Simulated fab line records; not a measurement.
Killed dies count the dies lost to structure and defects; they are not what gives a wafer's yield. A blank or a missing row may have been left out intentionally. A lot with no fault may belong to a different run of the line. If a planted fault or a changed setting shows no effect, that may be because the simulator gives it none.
Split-lot trial    flow rit-cmos    route with 202 steps; 5 lots, 23 wafers read

## THE SPLIT ITSELF
At RIT_ACTIVE_COAT_06 (resist thk 1000 nm), the setting spin-rpm was moved away from the recipe's 3250 rpm on 11 of the 23 wafers read, by -6.8% to +2.5%. The other wafers ran this setting at the recipe's value.

## FROM THE SPLIT TO THE READING: what the file shows between them, 3 steps
- RIT_ACTIVE_SOFTBAKE_07: time 60 s
- RIT_ACTIVE_EXPOSE_08: exposes mask M1, target cd 1400 nm
- RIT_ACTIVE_DEVELOP_10: develop time 52.45 s

## THE READING
NOVOLAK_of_ACTIVE_COAT_06.thk-nm (the simulator's own value, which no gauge read), in nm, at RIT_ACTIVE_HARDBAKE_12 (time 60 s). There is no usual value for it anywhere in the file. Across the 12 wafers here that went through the recipe, the average is 885.7 nm and the standard deviation 2.7 nm.

wafer   tool, chamber at the split  spin-rpm as run, rpm  against the recipe  NOVOLAK_of_ACTIVE_COAT_06.thk-nm, nm  against lot-mates on the recipe
L077.1  litho-track-03, 0           3250                  recipe              887.6                                 -
L077.2  litho-track-03, 0           3332                  +2.5%               874.4                                 -13.6
L077.4  litho-track-03, 0           3332                  +2.5%               875.9                                 -12.1
L077.5  litho-track-03, 0           3250                  recipe              888.5                                 -
L077.6  litho-track-03, 0           3332                  +2.5%               873.9                                 -14.1
L079.1  litho-track-02, 0           3029                  -6.8%               920.6                                 +31.1
L079.2  litho-track-02, 0           3250                  recipe              889                                   -
L079.3  litho-track-02, 0           3029                  -6.8%               919.9                                 +30.4
L079.4  litho-track-02, 0           3029                  -6.8%               920.4                                 +30.9
L079.6  litho-track-02, 0           3250                  recipe              889.9                                 -
L081.2  litho-track-03, 0           3250                  recipe              883.6                                 -
L081.5  litho-track-03, 0           3250                  recipe              885.7                                 -
L081.6  litho-track-03, 0           3250                  recipe              881.5                                 -
L082.1  litho-track-03, 0           3091                  -4.9%               909.2                                 +23.3
L082.2  litho-track-03, 0           3250                  recipe              884.4                                 -
L082.3  litho-track-03, 0           3091                  -4.9%               907.1                                 +21.2
L082.4  litho-track-03, 0           3250                  recipe              887.4                                 -
L082.6  litho-track-03, 0           3091                  -4.9%               910.3                                 +24.4
L085.2  litho-track-04, 0           3250                  recipe              883.3                                 -
L085.3  litho-track-04, 0           3108                  -4.4%               903.2                                 +19.8
L085.4  litho-track-04, 0           3250                  recipe              885.3                                 -
L085.5  litho-track-04, 0           3250                  recipe              881.7                                 -
L085.6  litho-track-04, 0           3108                  -4.4%               903.7                                 +20.3

THE FIT
A straight line over all 23 wafers: NOVOLAK_of_ACTIVE_COAT_06.thk-nm changes by -4.78 nm for each +1% of spin-rpm; r = -0.99; the points scatter about the line by 2.5 nm.
The same after taking each lot's own level away (the mean of its wafers on the recipe; 23 wafers): -4.69 nm for each +1%; r = -1.00; scatter 1.3 nm.
Per that fit: largest spin-rpm move, reading shift of 32 nm.
Across the lots, their own levels run from 883.43 to 889.45 nm, a range of 2.2 times the standard deviation given above.
So the lot-to-lot level changes the slope little: the two slopes agree.
Check: for one of the wafers moved furthest among these (-6.8%), held out of the fit, the line's prediction against its lot-mates is +31.6 nm. It came out at +31.1 nm against them.

## THE WHOLE CHAIN: every reading that the file lists as answering this split, in the file's order
step                    what it does        reading                                                                            change (the file's fit)               r (the file's)
RIT_ACTIVE_COAT_06      resist thk 1000 nm  NOVOLAK_of_ACTIVE_COAT_06.thk-nm (the simulator's own value, which no gauge read)  -5.29 nm for each +1% of the setting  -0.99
RIT_ACTIVE_HARDBAKE_12  time 60 s           NOVOLAK_of_ACTIVE_COAT_06.thk-nm (the simulator's own value, which no gauge read)  -4.63 nm for each +1% of the setting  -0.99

## THE FILE'S OWN FIT
NOVOLAK_of_ACTIVE_COAT_06.thk-nm changes by -4.63 nm for each +1% of spin-rpm, r = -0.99.
